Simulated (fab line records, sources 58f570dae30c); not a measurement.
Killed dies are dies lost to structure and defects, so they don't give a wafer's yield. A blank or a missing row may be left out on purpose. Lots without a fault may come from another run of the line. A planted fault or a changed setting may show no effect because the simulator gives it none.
One fault seen from 2 desks | flow berkeley_cmos170 | each desk has only its own numbers; what lay behind them comes last

THE TOOL OWNER'S DESK: pvd_sputter-04
The tool's own readings at UCB170_M1_SPUTTER_00 (material Al, target thk 600 nm, time 80 s): means of the sampled wafers that have a number, for each lot that ran on this tool. A lot is out of limits, marked OUT, if its mean lies more than 4 standard deviations from the usual mean; the brackets give that distance.
Columns: A = throttle_valve_pct at UCB170_M1_SPUTTER_00, usual 30.4 %
lot  | first seen here | A
L622 | day 8 05:22     | 29.8
L624 | day 8 21:55     | 29.3
L627 | day 9 08:13     | 30.2
L631 | day 10 17:34    | 29.0
L639 | day 12 04:12    | 30.0
L642 | day 12 14:23    | 29.8
This desk's finding: nothing out of limits on any of the 6 lots.

THE METROLOGY DESK
What the gauges read, lot by lot, whatever tool the lot ran on: means of the sampled wafers that have a number. A lot is out of limits, marked OUT, if its mean lies more than 4 standard deviations from the usual mean; the brackets give that distance.
Columns: A = M3_AL_THK at UCB170_M3_THK_MEAS_03, usual 906 nm
lot  | first seen here | A
L622 | day 9 00:13     | 904
L623 | day 9 00:31     | 922
L626 | day 9 12:32     | 917
L624 | day 9 12:40     | 909
L629 | day 9 22:17     | 908
L627 | day 9 22:32     | 904
L630 | day 10 16:15    | 900
L633 | day 11 05:26    | 902
L632 | day 11 09:19    | 907
L631 | day 11 10:07    | 907
L639 | day 12 16:26    | 910
L642 | day 13 01:11    | 895
L643 | day 13 02:51    | 906
L644 | day 13 03:54    | 905
This desk's finding: nothing out of limits on any of the 14 lots.

PUT TOGETHER
The tool owner's desk saw nothing out of limits.
The metrology desk saw nothing out of limits.

WHAT THE SIMULATOR HAD PUT IN
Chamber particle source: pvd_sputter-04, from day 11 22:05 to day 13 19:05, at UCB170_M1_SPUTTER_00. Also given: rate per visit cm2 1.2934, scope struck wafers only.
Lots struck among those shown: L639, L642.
